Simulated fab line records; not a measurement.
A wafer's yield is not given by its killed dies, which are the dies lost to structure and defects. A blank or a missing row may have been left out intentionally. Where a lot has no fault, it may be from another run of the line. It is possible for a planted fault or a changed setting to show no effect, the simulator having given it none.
2 desks, one fault / flow berkeley-cmos170 / every desk sees just its own numbers, and what lay behind them comes last

AT THE METROLOGY DESK
Means of the sampled wafers that have a number, per lot and without regard to the tool the lot ran on: this is what the gauges read. If a lot's mean is further than 4 standard deviations from the usual mean, the lot is out of limits and carries the mark OUT (the distance appears in the brackets).
Columns: A = cd-nm at UCB170_M1_CD_MEAS_90, usual 699.9 nm; B = cd-nm at UCB170_M2_CD_MEAS_90, usual 698 nm
lot=L202; first seen here=day 7 20:50; A=695.9; B=693
lot=L200; first seen here=day 7 21:22; A=700.2; B=698
lot=L201; first seen here=day 8 01:49; A=699.8; B=696
lot=L203; first seen here=day 8 07:55; A=696.4; B=695
lot=L204; first seen here=day 8 22:18; A=698.6; B=698
lot=L208; first seen here=day 9 12:06; A=700.5; B=699
lot=L206; first seen here=day 9 12:22; A=702.8; B=693
lot=L207; first seen here=day 9 14:08; A=701.3; B=700
lot=L210; first seen here=day 10 20:49; A=699.2; B=686
lot=L212; first seen here=day 10 22:40; A=699.2; B=685
lot=L219; first seen here=day 12 09:56; A=697.8; B=693
lot=L221; first seen here=day 13 06:48; A=698.7; B=693
lot=L222; first seen here=day 13 08:27; A=701.7; B=708
lot=L223; first seen here=day 13 08:56; A=698.5; B=701
This desk's finding: nothing out of limits on any of the 14 lots.

AT THE TOOL OWNER'S DESK: rie-metal-04
The tool's own readings at UCB170_M2_METAL_ETCH_18 (etches Al in Cl2/BCl3, stops on SiO2, target depth 1170 nm, time 195 s): means of the sampled wafers that have a number, for each lot that ran on this tool. If a lot's mean is further than 4 standard deviations from the usual mean, the lot is out of limits and carries the mark OUT (the distance appears in the brackets).
Columns: A = drypump-motor-current-A at UCB170_M2_METAL_ETCH_18, usual 5.67 A; B = oes-product-au at UCB170_M2_METAL_ETCH_18, usual 0.858 a.u.; C = throttle-valve-pct at UCB170_M2_METAL_ETCH_18, usual 24.36 %
lot=L204; first seen here=day 9 07:07; A=5.68; B=0.868; C=24.48
lot=L208; first seen here=day 9 19:26; A=5.67; B=0.867; C=24.46
lot=L207; first seen here=day 9 22:01; A=5.68; B=0.860; C=24.48
lot=L210; first seen here=day 11 06:41; A=5.67; B=0.762 (-12) OUT; C=24.53
lot=L212; first seen here=day 11 07:13; A=5.67; B=0.757 (-12) OUT; C=24.52
lot=L222; first seen here=day 13 16:28; A=5.60; B=0.866; C=24.30
Finding of this desk: L210, L212 out of limits; the first was L210 at day 11 06:41, on oes-product-au at UCB170_M2_METAL_ETCH_18. Within limits: L204, L208, L207, L222.

ALL TOGETHER
The tool owner's desk could have raised an alarm at day 11 06:41, on L210, L212.
The metrology desk saw nothing out of limits.
The metrology desk holds a record of L210, L212, inside its limits.
Every lot named ran UCB170_M2_METAL_ETCH_18 on rie-metal-04.

WHAT THE SIMULATOR PUT IN
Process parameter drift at UCB170_M2_METAL_ETCH_18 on rie-metal-04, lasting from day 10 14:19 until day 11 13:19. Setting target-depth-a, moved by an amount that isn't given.
Struck lots among those shown: L210, L212.
Delay in hours, fault start to first out-of-limits reading, by desk: the tool owner's desk at 16.
